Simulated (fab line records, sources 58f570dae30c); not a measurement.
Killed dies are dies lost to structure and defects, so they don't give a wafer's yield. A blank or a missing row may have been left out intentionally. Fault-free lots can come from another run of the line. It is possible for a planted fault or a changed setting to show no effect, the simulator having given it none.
Split-lot experiment :: flow berkeleyCmos170 :: route with 331 steps; 5 lots, 23 wafers read

ON THE SPLIT
At UCB170_SILICIDE_SPUTTER_01 (material Ti, target thk 30 nm, time 25 s), the setting timeS was moved away from the recipe's 25 s on 6 of the 23 wafers read, by -12.5% to +7.5%. This setting was run at the recipe's value on the other wafers.

FROM THE SPLIT TO THE READING: what the file shows between them, 1 step
- UCB170_SILICIDE_RS_MEAS_02: measures by four-point-probe

THE READING
SILICIDE_TI_THK, in nm, at UCB170_SILICIDE_THK_MEAS_03 (measures by xrf). On this fab line, fault-free wafers typically give 29.5 nm with a standard deviation of 0.42 nm.

wafer: L074.2
tool, chamber at the split: pvdSputter-03, -
timeS as run, s: 26.88
against the recipe: +7.5%
SILICIDE_TI_THK, nm: 32.1
against lot-mates on the recipe: +2.7

wafer: L074.3
tool, chamber at the split: pvdSputter-03, -
timeS as run, s: 25
against the recipe: recipe
SILICIDE_TI_THK, nm: 29.5
against lot-mates on the recipe: -

wafer: L074.4
tool, chamber at the split: pvdSputter-03, -
timeS as run, s: 25
against the recipe: recipe
SILICIDE_TI_THK, nm: 29.6
against lot-mates on the recipe: -

wafer: L074.5
tool, chamber at the split: pvdSputter-03, -
timeS as run, s: 26.88
against the recipe: +7.5%
SILICIDE_TI_THK, nm: 31.8
against lot-mates on the recipe: +2.4

wafer: L074.6
tool, chamber at the split: pvdSputter-03, -
timeS as run, s: 25
against the recipe: recipe
SILICIDE_TI_THK, nm: 29.0
against lot-mates on the recipe: -

wafer: L076.1
tool, chamber at the split: pvdSputter-03, -
timeS as run, s: 25
against the recipe: recipe
SILICIDE_TI_THK, nm: 29.8
against lot-mates on the recipe: -

wafer: L076.2
tool, chamber at the split: pvdSputter-03, -
timeS as run, s: 25
against the recipe: recipe
SILICIDE_TI_THK, nm: 30.0
against lot-mates on the recipe: -

wafer: L076.3
tool, chamber at the split: pvdSputter-03, -
timeS as run, s: 25
against the recipe: recipe
SILICIDE_TI_THK, nm: 29.3
against lot-mates on the recipe: -

wafer: L076.4
tool, chamber at the split: pvdSputter-03, -
timeS as run, s: 25
against the recipe: recipe
SILICIDE_TI_THK, nm: 29.8
against lot-mates on the recipe: -

wafer: L076.5
tool, chamber at the split: pvdSputter-03, -
timeS as run, s: 25
against the recipe: recipe
SILICIDE_TI_THK, nm: 30.1
against lot-mates on the recipe: -

wafer: L078.1
tool, chamber at the split: pvdSputter-02, -
timeS as run, s: 25
against the recipe: recipe
SILICIDE_TI_THK, nm: 28.8
against lot-mates on the recipe: -

wafer: L078.3
tool, chamber at the split: pvdSputter-02, -
timeS as run, s: 25
against the recipe: recipe
SILICIDE_TI_THK, nm: 28.9
against lot-mates on the recipe: -

wafer: L078.6
tool, chamber at the split: pvdSputter-02, -
timeS as run, s: 25
against the recipe: recipe
SILICIDE_TI_THK, nm: 29.9
against lot-mates on the recipe: -

wafer: L083.1
tool, chamber at the split: pvdSputter-02, -
timeS as run, s: 25
against the recipe: recipe
SILICIDE_TI_THK, nm: 29.4
against lot-mates on the recipe: -

wafer: L083.2
tool, chamber at the split: pvdSputter-02, -
timeS as run, s: 25
against the recipe: recipe
SILICIDE_TI_THK, nm: 29.1
against lot-mates on the recipe: -

wafer: L083.4
tool, chamber at the split: pvdSputter-02, -
timeS as run, s: 25
against the recipe: recipe
SILICIDE_TI_THK, nm: 30.1
against lot-mates on the recipe: -

wafer: L083.5
tool, chamber at the split: pvdSputter-02, -
timeS as run, s: 22.18
against the recipe: -11.3%
SILICIDE_TI_THK, nm: 27.1
against lot-mates on the recipe: -2.4

wafer: L083.6
tool, chamber at the split: pvdSputter-02, -
timeS as run, s: 22.18
against the recipe: -11.3%
SILICIDE_TI_THK, nm: 25.9
against lot-mates on the recipe: -3.6

wafer: L085.1
tool, chamber at the split: pvdSputter-03, -
timeS as run, s: 25
against the recipe: recipe
SILICIDE_TI_THK, nm: 29.7
against lot-mates on the recipe: -

wafer: L085.2
tool, chamber at the split: pvdSputter-03, -
timeS as run, s: 25
against the recipe: recipe
SILICIDE_TI_THK, nm: 30.1
against lot-mates on the recipe: -

wafer: L085.4
tool, chamber at the split: pvdSputter-03, -
timeS as run, s: 21.87
against the recipe: -12.5%
SILICIDE_TI_THK, nm: 26.4
against lot-mates on the recipe: -3.5

wafer: L085.5
tool, chamber at the split: pvdSputter-03, -
timeS as run, s: 21.87
against the recipe: -12.5%
SILICIDE_TI_THK, nm: 26.7
against lot-mates on the recipe: -3.2

wafer: L085.6
tool, chamber at the split: pvdSputter-03, -
timeS as run, s: 25
against the recipe: recipe
SILICIDE_TI_THK, nm: 29.9
against lot-mates on the recipe: -

THE FIT
A straight line over all 23 wafers: SILICIDE_TI_THK changes by +0.269 nm for each +1% of timeS; r = +0.96; the points scatter about the line by 0.45 nm.
The same after taking each lot's own level away (the mean of its wafers on the recipe; 23 wafers): +0.284 nm for each +1%; r = +0.97; scatter 0.39 nm.
According to that fit, moving timeS by its largest amount changes the reading by 3.6 nm.
The lots' own levels span 29.20 to 29.90 nm, that is 1.7 times the standard deviation above.
So the lot-to-lot level changes the slope little: the two slopes agree.
Check: -3.48 nm against its lot-mates is what the line predicts for one of the wafers moved furthest among these (-12.5%) when that wafer is left out of the fit. Against them it came out at -3.5 nm.

OTHER SPLITS ON THESE WAFERS
Other splits were also applied to these wafers ahead of the reading. Each is held against what the fit with the lots' levels taken away leaves over:
other split on the same wafers: UCB170_NSD_COAT_01 resistThkNm
wafers away from the commonest value: 9
r with SILICIDE_TI_THK (lot level and that fit taken away): -0.04

THE WHOLE CHAIN: every reading that the file lists as answering this split, in the file's order
step: UCB170_SILICIDE_SPUTTER_01
what it does: material Ti, target thk 30 nm, time 25 s
reading: Ti_of_SILICIDE_SPUTTER_01.thkNm (the simulator's own value, which no gauge read)
change (the file's fit): +0.287 nm for each +1% of the setting
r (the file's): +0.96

step: UCB170_SILICIDE_RS_MEAS_02
what it does: measures by four-point-probe
reading: SILICIDE_TI_RS
change (the file's fit): -0.323 for each +1% of the setting
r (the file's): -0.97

step: UCB170_SILICIDE_THK_MEAS_03
what it does: measures by xrf
reading: SILICIDE_TI_THK
change (the file's fit): +0.28 for each +1% of the setting
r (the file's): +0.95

FILE'S OWN FIT
SILICIDE_TI_THK changes by +0.28 nm for each +1% of timeS, r = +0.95.
